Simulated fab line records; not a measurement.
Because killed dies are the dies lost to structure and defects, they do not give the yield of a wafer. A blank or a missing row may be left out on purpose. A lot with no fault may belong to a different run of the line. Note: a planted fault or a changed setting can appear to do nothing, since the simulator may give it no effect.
fab line records / flow rit-cmos
record: lots: 5 wafers: 23
route steps=202 shown CONTACT@172 M1@184
start-h: start of the lot's first displayed wafer, in hours after the record's first day / wait-h: hours elapsed since this lot's preceding step / " identical to the entry in the row above / L1.1+2: several wafers, shown together as one row / - no value, or no start given / * or withheld: withheld / < > ~ a bound
route shown NAME@n: a module of which the file shows steps, and the number in the route of the first / usual: the fault-free wafers' mean and standard deviation / same: alike in all rows / chamber/n: place in a boat / sites: per-site readings / _std_site: the values' standard deviation / _edge_site: outer sites' mean less inner sites' / radius-mm: how far each site lies from the wafer's centre / mask NAME#n: copy n / behind: the tool/chamber that last shaped the wafer / hold: cause of the lot's hold/its duration in hours/its outcome / device: the transistor (n, p or np) that didn't switch / end of line: the tests these same wafers got at the end of their route / a step without rows: its recipe alone / killed: at the first sort, the dies lost to defects and structure; wafer yield is something else / map: the dies of a wafer, with x for killed, . for not killed, _ for no die there
set.NAME: the setting as run; set.NAME@STEP: as run at that earlier step / model.NAME: the simulator's own value behind a step, which no gauge read
lots where settings were altered on purpose, with a table for each step and a row for each wafer
== steps ==
step: RIT_CONTACT_SOFTBAKE_04
recipe: resist: NOVOLAK temp-c: 90 time-s: 60
lot.wafer=L075.2+3+6 tool=litho-track-02 chamber=0 start-h=62.92 wait-h=0.1 set.temp-c=90
lot.wafer=L076.1+2 tool=litho-track-02 chamber=0 start-h=64.13 wait-h=0.1 set.temp-c=87.62
lot.wafer=L076.3+4+6 tool=litho-track-02 chamber=0 start-h=64.13 wait-h=0.1 set.temp-c=90
lot.wafer=L077.1+2 tool=litho-track-02 chamber=0 start-h=76.21 wait-h=0.1 set.temp-c=90
lot.wafer=L077.3+4+6 tool=litho-track-02 chamber=0 start-h=76.21 wait-h=0.1 set.temp-c=87.95
lot.wafer=L082.2+6 tool=litho-track-02 chamber=0 start-h=99.80 wait-h=0.1 set.temp-c=86.44
lot.wafer=L082.3+4+5 tool=litho-track-02 chamber=0 start-h=99.80 wait-h=0.1 set.temp-c=90
lot.wafer=L083.1+3+4+5+6 tool=litho-track-01 chamber=0 start-h=105.44 wait-h=0.1 set.temp-c=90
step: RIT_CONTACT_EXPOSE_05
recipe: mask-id: M11 na: 0.6 source-shape: conventional sigma-outer: 0.5 target-cd-nm: 1000 dose-mj: 250
step: RIT_CONTACT_PEB_06
recipe: resist: NOVOLAK temp-c: withheld time-s: withheld
step: RIT_CONTACT_DEVELOP_07
recipe: resist: NOVOLAK develop-time-s: 122.7 dev-temp-c: 23
lot.wafer=L075.2 tool=litho-track-02 chamber=0 start-h=- wait-h=- set.temp-c@CONTACT_SOFTBAKE_04=90 model.NOVOLAK_of_CONTACT_COAT_03.thk-nm=1001
lot.wafer=L075.3 tool=litho-track-02 chamber=0 start-h=- wait-h=- set.temp-c@CONTACT_SOFTBAKE_04=90 model.NOVOLAK_of_CONTACT_COAT_03.thk-nm=998.5
lot.wafer=L075.6 tool=litho-track-02 chamber=0 start-h=- wait-h=- set.temp-c@CONTACT_SOFTBAKE_04=90 model.NOVOLAK_of_CONTACT_COAT_03.thk-nm=999.5
lot.wafer=L076.1 tool=litho-track-03 chamber=0 start-h=- wait-h=- set.temp-c@CONTACT_SOFTBAKE_04=87.62 model.NOVOLAK_of_CONTACT_COAT_03.thk-nm=1005
lot.wafer=L076.2 tool=litho-track-03 chamber=0 start-h=- wait-h=- set.temp-c@CONTACT_SOFTBAKE_04=87.62 model.NOVOLAK_of_CONTACT_COAT_03.thk-nm=1004
lot.wafer=L076.3 tool=litho-track-03 chamber=0 start-h=- wait-h=- set.temp-c@CONTACT_SOFTBAKE_04=90 model.NOVOLAK_of_CONTACT_COAT_03.thk-nm=995.9
lot.wafer=L076.4 tool=litho-track-03 chamber=0 start-h=- wait-h=- set.temp-c@CONTACT_SOFTBAKE_04=90 model.NOVOLAK_of_CONTACT_COAT_03.thk-nm=997.6
lot.wafer=L076.6 tool=litho-track-03 chamber=0 start-h=- wait-h=- set.temp-c@CONTACT_SOFTBAKE_04=90 model.NOVOLAK_of_CONTACT_COAT_03.thk-nm=997.5
lot.wafer=L077.1 tool=litho-track-02 chamber=0 start-h=- wait-h=- set.temp-c@CONTACT_SOFTBAKE_04=90 model.NOVOLAK_of_CONTACT_COAT_03.thk-nm=1004
lot.wafer=L077.2 tool=litho-track-02 chamber=0 start-h=- wait-h=- set.temp-c@CONTACT_SOFTBAKE_04=90 model.NOVOLAK_of_CONTACT_COAT_03.thk-nm=1003
lot.wafer=L077.3 tool=litho-track-02 chamber=0 start-h=- wait-h=- set.temp-c@CONTACT_SOFTBAKE_04=87.95 model.NOVOLAK_of_CONTACT_COAT_03.thk-nm=1008
lot.wafer=L077.4 tool=litho-track-02 chamber=0 start-h=- wait-h=- set.temp-c@CONTACT_SOFTBAKE_04=87.95 model.NOVOLAK_of_CONTACT_COAT_03.thk-nm=1010
lot.wafer=L077.6 tool=litho-track-02 chamber=0 start-h=- wait-h=- set.temp-c@CONTACT_SOFTBAKE_04=87.95 model.NOVOLAK_of_CONTACT_COAT_03.thk-nm=1006
lot.wafer=L082.2 tool=litho-track-01 chamber=0 start-h=- wait-h=- set.temp-c@CONTACT_SOFTBAKE_04=86.44 model.NOVOLAK_of_CONTACT_COAT_03.thk-nm=1013
lot.wafer=L082.3 tool=litho-track-01 chamber=0 start-h=- wait-h=- set.temp-c@CONTACT_SOFTBAKE_04=90 model.NOVOLAK_of_CONTACT_COAT_03.thk-nm=1003
lot.wafer=L082.4+5 tool=litho-track-01 chamber=0 start-h=- wait-h=- set.temp-c@CONTACT_SOFTBAKE_04=90 model.NOVOLAK_of_CONTACT_COAT_03.thk-nm=1002
lot.wafer=L082.6 tool=litho-track-01 chamber=0 start-h=- wait-h=- set.temp-c@CONTACT_SOFTBAKE_04=86.44 model.NOVOLAK_of_CONTACT_COAT_03.thk-nm=1009
lot.wafer=L083.1 tool=litho-track-03 chamber=0 start-h=- wait-h=- set.temp-c@CONTACT_SOFTBAKE_04=90 model.NOVOLAK_of_CONTACT_COAT_03.thk-nm=998.2
lot.wafer=L083.3+4 tool=litho-track-03 chamber=0 start-h=- wait-h=- set.temp-c@CONTACT_SOFTBAKE_04=90 model.NOVOLAK_of_CONTACT_COAT_03.thk-nm=1003
lot.wafer=L083.5+6 tool=litho-track-03 chamber=0 start-h=- wait-h=- set.temp-c@CONTACT_SOFTBAKE_04=90 model.NOVOLAK_of_CONTACT_COAT_03.thk-nm=1002
step: RIT_M1_SPUTTER_00
recipe: material: Al target-thk-nm: 400 power-w: 2000 chamber-pressure-pa: 0.4 gas: Ar time-s: 500 substrate-temp-c: 25
lot.wafer=L075.2 tool=pvd-sputter-03 chamber=- start-h=64.93 wait-h=0.0 set.time-s=500 model.Al_of_M1_SPUTTER_00.thk-nm=400.9
lot.wafer=L075.3 tool=pvd-sputter-03 chamber=- start-h=64.93 wait-h=0.0 set.time-s=500 model.Al_of_M1_SPUTTER_00.thk-nm=398.5
lot.wafer=L075.6 tool=pvd-sputter-03 chamber=- start-h=64.93 wait-h=0.0 set.time-s=500 model.Al_of_M1_SPUTTER_00.thk-nm=403.8
lot.wafer=L076.1 tool=pvd-sputter-04 chamber=- start-h=65.94 wait-h=0.0 set.time-s=500 model.Al_of_M1_SPUTTER_00.thk-nm=395.4
lot.wafer=L076.2 tool=pvd-sputter-04 chamber=- start-h=65.94 wait-h=0.0 set.time-s=500 model.Al_of_M1_SPUTTER_00.thk-nm=398.7
lot.wafer=L076.3 tool=pvd-sputter-04 chamber=- start-h=65.94 wait-h=0.0 set.time-s=500 model.Al_of_M1_SPUTTER_00.thk-nm=394.5
lot.wafer=L076.4 tool=pvd-sputter-04 chamber=- start-h=65.94 wait-h=0.0 set.time-s=500 model.Al_of_M1_SPUTTER_00.thk-nm=398.3
lot.wafer=L076.6 tool=pvd-sputter-04 chamber=- start-h=65.94 wait-h=0.0 set.time-s=500 model.Al_of_M1_SPUTTER_00.thk-nm=396.9
lot.wafer=L077.1 tool=pvd-sputter-01 chamber=- start-h=78.27 wait-h=0.0 set.time-s=500 model.Al_of_M1_SPUTTER_00.thk-nm=388.4
lot.wafer=L077.2 tool=pvd-sputter-01 chamber=- start-h=78.27 wait-h=0.0 set.time-s=500 model.Al_of_M1_SPUTTER_00.thk-nm=393.2
lot.wafer=L077.3 tool=pvd-sputter-01 chamber=- start-h=78.27 wait-h=0.0 set.time-s=500 model.Al_of_M1_SPUTTER_00.thk-nm=396.5
lot.wafer=L077.4 tool=pvd-sputter-01 chamber=- start-h=78.27 wait-h=0.0 set.time-s=500 model.Al_of_M1_SPUTTER_00.thk-nm=390.6
lot.wafer=L077.6 tool=pvd-sputter-01 chamber=- start-h=78.27 wait-h=0.0 set.time-s=500 model.Al_of_M1_SPUTTER_00.thk-nm=388.7
lot.wafer=L082.2 tool=pvd-sputter-04 chamber=- start-h=101.61 wait-h=0.0 set.time-s=500 model.Al_of_M1_SPUTTER_00.thk-nm=396.5
lot.wafer=L082.3 tool=pvd-sputter-04 chamber=- start-h=101.61 wait-h=0.0 set.time-s=537.6 model.Al_of_M1_SPUTTER_00.thk-nm=432.2
lot.wafer=L082.4 tool=pvd-sputter-04 chamber=- start-h=101.61 wait-h=0.0 set.time-s=500 model.Al_of_M1_SPUTTER_00.thk-nm=402.8
lot.wafer=L082.5 tool=pvd-sputter-04 chamber=- start-h=101.61 wait-h=0.0 set.time-s=537.6 model.Al_of_M1_SPUTTER_00.thk-nm=426.1
lot.wafer=L082.6 tool=pvd-sputter-04 chamber=- start-h=101.61 wait-h=0.0 set.time-s=500 model.Al_of_M1_SPUTTER_00.thk-nm=403.5
lot.wafer=L083.1 tool=pvd-sputter-01 chamber=- start-h=107.31 wait-h=0.0 set.time-s=500 model.Al_of_M1_SPUTTER_00.thk-nm=402.1
lot.wafer=L083.3 tool=pvd-sputter-01 chamber=- start-h=107.31 wait-h=0.0 set.time-s=500 model.Al_of_M1_SPUTTER_00.thk-nm=397.5
lot.wafer=L083.4 tool=pvd-sputter-01 chamber=- start-h=107.31 wait-h=0.0 set.time-s=500 model.Al_of_M1_SPUTTER_00.thk-nm=397.2
lot.wafer=L083.5 tool=pvd-sputter-01 chamber=- start-h=107.31 wait-h=0.0 set.time-s=530.6 model.Al_of_M1_SPUTTER_00.thk-nm=426.6
lot.wafer=L083.6 tool=pvd-sputter-01 chamber=- start-h=107.31 wait-h=0.0 set.time-s=530.6 model.Al_of_M1_SPUTTER_00.thk-nm=423.2
step: RIT_M1_RS_MEAS_01
recipe: thk-meas-gauge: four-point-probe reads: Al_of_M1_SPUTTER_00
usual: M1_AL_RS: 0.0736/0.00089
lot.wafer=L075.2 tool=film-metro-03 chamber=- start-h=65.25 wait-h=0.2 set.time-s@M1_SPUTTER_00=500 M1_AL_RS[ohm/sq]=0.0732
lot.wafer=L075.3 tool=film-metro-03 chamber=- start-h=65.25 wait-h=0.2 set.time-s@M1_SPUTTER_00=500 M1_AL_RS[ohm/sq]=0.0736
lot.wafer=L075.6 tool=film-metro-03 chamber=- start-h=65.25 wait-h=0.2 set.time-s@M1_SPUTTER_00=500 M1_AL_RS[ohm/sq]=0.0727
lot.wafer=L076.1 tool=film-metro-03 chamber=- start-h=66.24 wait-h=0.1 set.time-s@M1_SPUTTER_00=500 M1_AL_RS[ohm/sq]=0.0743
lot.wafer=L076.2 tool=film-metro-03 chamber=- start-h=66.24 wait-h=0.1 set.time-s@M1_SPUTTER_00=500 M1_AL_RS[ohm/sq]=0.0737
lot.wafer=L076.3 tool=film-metro-03 chamber=- start-h=66.24 wait-h=0.1 set.time-s@M1_SPUTTER_00=500 M1_AL_RS[ohm/sq]=0.0744
lot.wafer=L076.4 tool=film-metro-03 chamber=- start-h=66.24 wait-h=0.1 set.time-s@M1_SPUTTER_00=500 M1_AL_RS[ohm/sq]=0.0736
lot.wafer=L076.6 tool=film-metro-03 chamber=- start-h=66.24 wait-h=0.1 set.time-s@M1_SPUTTER_00=500 M1_AL_RS[ohm/sq]=0.0739
lot.wafer=L077.1 tool=film-metro-02 chamber=- start-h=78.57 wait-h=0.1 set.time-s@M1_SPUTTER_00=500 M1_AL_RS[ohm/sq]=0.0756
lot.wafer=L077.2 tool=film-metro-02 chamber=- start-h=78.57 wait-h=0.1 set.time-s@M1_SPUTTER_00=500 M1_AL_RS[ohm/sq]=0.0746
lot.wafer=L077.3 tool=film-metro-02 chamber=- start-h=78.57 wait-h=0.1 set.time-s@M1_SPUTTER_00=500 M1_AL_RS[ohm/sq]=0.0741
lot.wafer=L077.4 tool=film-metro-02 chamber=- start-h=78.57 wait-h=0.1 set.time-s@M1_SPUTTER_00=500 M1_AL_RS[ohm/sq]=0.0750
lot.wafer=L077.6 tool=film-metro-02 chamber=- start-h=78.57 wait-h=0.1 set.time-s@M1_SPUTTER_00=500 M1_AL_RS[ohm/sq]=0.0755
lot.wafer=L082.2 tool=film-metro-01 chamber=- start-h=101.92 wait-h=0.2 set.time-s@M1_SPUTTER_00=500 M1_AL_RS[ohm/sq]=0.0741
lot.wafer=L082.3 tool=film-metro-01 chamber=- start-h=101.92 wait-h=0.2 set.time-s@M1_SPUTTER_00=537.6 M1_AL_RS[ohm/sq]=0.0679
lot.wafer=L082.4 tool=film-metro-01 chamber=- start-h=101.92 wait-h=0.2 set.time-s@M1_SPUTTER_00=500 M1_AL_RS[ohm/sq]=0.0727
lot.wafer=L082.5 tool=film-metro-01 chamber=- start-h=101.92 wait-h=0.2 set.time-s@M1_SPUTTER_00=537.6 M1_AL_RS[ohm/sq]=0.0687
lot.wafer=L082.6 tool=film-metro-01 chamber=- start-h=101.92 wait-h=0.2 set.time-s@M1_SPUTTER_00=500 M1_AL_RS[ohm/sq]=0.0727
lot.wafer=L083.1 tool=film-metro-01 chamber=- start-h=107.60 wait-h=0.1 set.time-s@M1_SPUTTER_00=500 M1_AL_RS[ohm/sq]=0.0729
lot.wafer=L083.3 tool=film-metro-01 chamber=- start-h=107.60 wait-h=0.1 set.time-s@M1_SPUTTER_00=500 M1_AL_RS[ohm/sq]=0.0739
lot.wafer=L083.4 tool=film-metro-01 chamber=- start-h=107.60 wait-h=0.1 set.time-s@M1_SPUTTER_00=500 M1_AL_RS[ohm/sq]=0.0739
lot.wafer=L083.5 tool=film-metro-01 chamber=- start-h=107.60 wait-h=0.1 set.time-s@M1_SPUTTER_00=530.6 M1_AL_RS[ohm/sq]=0.0688
lot.wafer=L083.6 tool=film-metro-01 chamber=- start-h=107.60 wait-h=0.1 set.time-s@M1_SPUTTER_00=530.6 M1_AL_RS[ohm/sq]=0.0693
step: RIT_M1_THK_MEAS_02
recipe: thk-meas-gauge: xrf reads: Al_of_M1_SPUTTER_00
usual: M1_AL_THK: 396/5.6
lot.wafer=L075.2 tool=film-metro-03 chamber=- start-h=65.36 wait-h=0.1 set.time-s@M1_SPUTTER_00=500 M1_AL_THK[nm]=399
lot.wafer=L075.3 tool=film-metro-03 chamber=- start-h=65.36 wait-h=0.1 set.time-s@M1_SPUTTER_00=500 M1_AL_THK[nm]=395
lot.wafer=L075.6 tool=film-metro-03 chamber=- start-h=65.36 wait-h=0.1 set.time-s@M1_SPUTTER_00=500 M1_AL_THK[nm]=401
lot.wafer=L076.1 tool=film-metro-03 chamber=- start-h=66.36 wait-h=0.1 set.time-s@M1_SPUTTER_00=500 M1_AL_THK[nm]=391
lot.wafer=L076.2 tool=film-metro-03 chamber=- start-h=66.36 wait-h=0.1 set.time-s@M1_SPUTTER_00=500 M1_AL_THK[nm]=396
lot.wafer=L076.3 tool=film-metro-03 chamber=- start-h=66.36 wait-h=0.1 set.time-s@M1_SPUTTER_00=500 M1_AL_THK[nm]=392
lot.wafer=L076.4 tool=film-metro-03 chamber=- start-h=66.36 wait-h=0.1 set.time-s@M1_SPUTTER_00=500 M1_AL_THK[nm]=394
lot.wafer=L076.6 tool=film-metro-03 chamber=- start-h=66.36 wait-h=0.1 set.time-s@M1_SPUTTER_00=500 M1_AL_THK[nm]=392
lot.wafer=L077.1 tool=film-metro-02 chamber=- start-h=78.69 wait-h=0.1 set.time-s@M1_SPUTTER_00=500 M1_AL_THK[nm]=384
lot.wafer=L077.2 tool=film-metro-02 chamber=- start-h=78.69 wait-h=0.1 set.time-s@M1_SPUTTER_00=500 M1_AL_THK[nm]=385
lot.wafer=L077.3 tool=film-metro-02 chamber=- start-h=78.69 wait-h=0.1 set.time-s@M1_SPUTTER_00=500 M1_AL_THK[nm]=391
lot.wafer=L077.4 tool=film-metro-02 chamber=- start-h=78.69 wait-h=0.1 set.time-s@M1_SPUTTER_00=500 M1_AL_THK[nm]=384
lot.wafer=L077.6 tool=film-metro-02 chamber=- start-h=78.69 wait-h=0.1 set.time-s@M1_SPUTTER_00=500 M1_AL_THK[nm]=382
lot.wafer=L082.2 tool=film-metro-01 chamber=- start-h=102.03 wait-h=0.1 set.time-s@M1_SPUTTER_00=500 M1_AL_THK[nm]=394
lot.wafer=L082.3 tool=film-metro-01 chamber=- start-h=102.03 wait-h=0.1 set.time-s@M1_SPUTTER_00=537.6 M1_AL_THK[nm]=430
lot.wafer=L082.4 tool=film-metro-01 chamber=- start-h=102.03 wait-h=0.1 set.time-s@M1_SPUTTER_00=500 M1_AL_THK[nm]=399
lot.wafer=L082.5 tool=film-metro-01 chamber=- start-h=102.03 wait-h=0.1 set.time-s@M1_SPUTTER_00=537.6 M1_AL_THK[nm]=422
lot.wafer=L082.6 tool=film-metro-01 chamber=- start-h=102.03 wait-h=0.1 set.time-s@M1_SPUTTER_00=500 M1_AL_THK[nm]=399
lot.wafer=L083.1 tool=film-metro-01 chamber=- start-h=107.72 wait-h=0.1 set.time-s@M1_SPUTTER_00=500 M1_AL_THK[nm]=397
lot.wafer=L083.3 tool=film-metro-01 chamber=- start-h=107.72 wait-h=0.1 set.time-s@M1_SPUTTER_00=500 M1_AL_THK[nm]=394
lot.wafer=L083.4 tool=film-metro-01 chamber=- start-h=107.72 wait-h=0.1 set.time-s@M1_SPUTTER_00=500 M1_AL_THK[nm]=391
lot.wafer=L083.5 tool=film-metro-01 chamber=- start-h=107.72 wait-h=0.1 set.time-s@M1_SPUTTER_00=530.6 M1_AL_THK[nm]=422
lot.wafer=L083.6 tool=film-metro-01 chamber=- start-h=107.72 wait-h=0.1 set.time-s@M1_SPUTTER_00=530.6 M1_AL_THK[nm]=418
== key ==
split: step: RIT_CONTACT_SOFTBAKE_04 setting: temp-c stated: 90 by: wafer
response: step: RIT_CONTACT_DEVELOP_07 reading: model.NOVOLAK_of_CONTACT_COAT_03.thk-nm change: -2.3 per: 1% r: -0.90
split: step: RIT_M1_SPUTTER_00 setting: time-s stated: 500 by: wafer
response: step: RIT_M1_SPUTTER_00 reading: model.Al_of_M1_SPUTTER_00.thk-nm change: +3.95 per: 1% r: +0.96
response: step: RIT_M1_RS_MEAS_01 reading: M1_AL_RS change: -0.000681 per: 1% r: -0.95
response: step: RIT_M1_THK_MEAS_02 reading: M1_AL_THK change: +3.99 per: 1% r: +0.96
